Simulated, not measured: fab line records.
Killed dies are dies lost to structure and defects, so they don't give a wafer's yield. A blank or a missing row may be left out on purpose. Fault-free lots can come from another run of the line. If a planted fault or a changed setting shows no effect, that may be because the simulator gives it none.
Split-lot experiment    flow berkeley_cmos170    on a route of 331 steps: 5 lots, 23 wafers read

THE SPLIT
At UCB170_START_OXIDATION_02 (target thk 20 nm, ox time 1800 s), the setting ox_time_s was moved away from the recipe's 1800 s on 20 of the 23 wafers read, by -10.4% to +14.6%. This setting was run at the recipe's value on the other wafers.

The file shows no step between the split and the reading.

THE READING
START_OXIDE_THK (nm), taken at UCB170_START_THK_MEAS_03. On this fab line, fault-free wafers typically give 20.05 nm with a standard deviation of 0.23 nm.

wafer   tool, chamber at the split  ox_time_s as run, s  against the recipe  START_OXIDE_THK, nm  against lot-mates on the recipe
L074.2  -, -                        2043                 +13.5%              21.64                no lot-mate on the recipe
L074.3  -, -                        2043                 +13.5%              21.63                no lot-mate on the recipe
L074.4  -, -                        2043                 +13.5%              21.51                no lot-mate on the recipe
L074.5  -, -                        2043                 +13.5%              21.26                no lot-mate on the recipe
L074.6  -, -                        2043                 +13.5%              21.77                no lot-mate on the recipe
L076.1  -, -                        1613                 -10.4%              18.76                no lot-mate on the recipe
L076.2  -, -                        1613                 -10.4%              18.99                no lot-mate on the recipe
L076.3  -, -                        1613                 -10.4%              18.66                no lot-mate on the recipe
L076.4  -, -                        1613                 -10.4%              18.84                no lot-mate on the recipe
L076.6  -, -                        1613                 -10.4%              18.78                no lot-mate on the recipe
L078.3  furnace-01, 0               1800                 recipe              20.28                -
L078.4  furnace-01, 0               1800                 recipe              20.25                -
L078.6  furnace-01, 0               1800                 recipe              20.07                -
L080.1  -, -                        1716                 -4.7%               19.45                no lot-mate on the recipe
L080.2  -, -                        1716                 -4.7%               19.74                no lot-mate on the recipe
L080.4  -, -                        1716                 -4.7%               19.67                no lot-mate on the recipe
L080.5  -, -                        1716                 -4.7%               19.34                no lot-mate on the recipe
L080.6  -, -                        1716                 -4.7%               19.29                no lot-mate on the recipe
L084.1  -, -                        2062                 +14.6%              21.84                no lot-mate on the recipe
L084.2  -, -                        2062                 +14.6%              22.45                no lot-mate on the recipe
L084.3  -, -                        2062                 +14.6%              21.86                no lot-mate on the recipe
L084.5  -, -                        2062                 +14.6%              22.02                no lot-mate on the recipe
L084.6  -, -                        2062                 +14.6%              21.79                no lot-mate on the recipe

THE FIT
A straight line over all 23 wafers: START_OXIDE_THK changes by +0.122 nm for each +1% of ox_time_s; r = +0.99; the points scatter about the line by 0.21 nm.
Too few moved wafers with a lot-mate on the recipe to fit a line net of each lot's own level.

THE WHOLE CHAIN: every reading that the file lists as answering this split, in the file's order
step                       what it does                      reading                                                                             change (the file's fit)                r (the file's)
UCB170_START_OXIDATION_02  target thk 20 nm, ox time 1800 s  SiO2_of_START_OXIDATION_02.thk_nm (the simulator's own value, which no gauge read)  +0.122 nm for each +1% of the setting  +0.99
UCB170_START_THK_MEAS_03                                     START_OXIDE_THK                                                                     +0.122 for each +1% of the setting     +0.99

THE FILE'S OWN FIT
START_OXIDE_THK changes by +0.122 nm for each +1% of ox_time_s, r = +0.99.
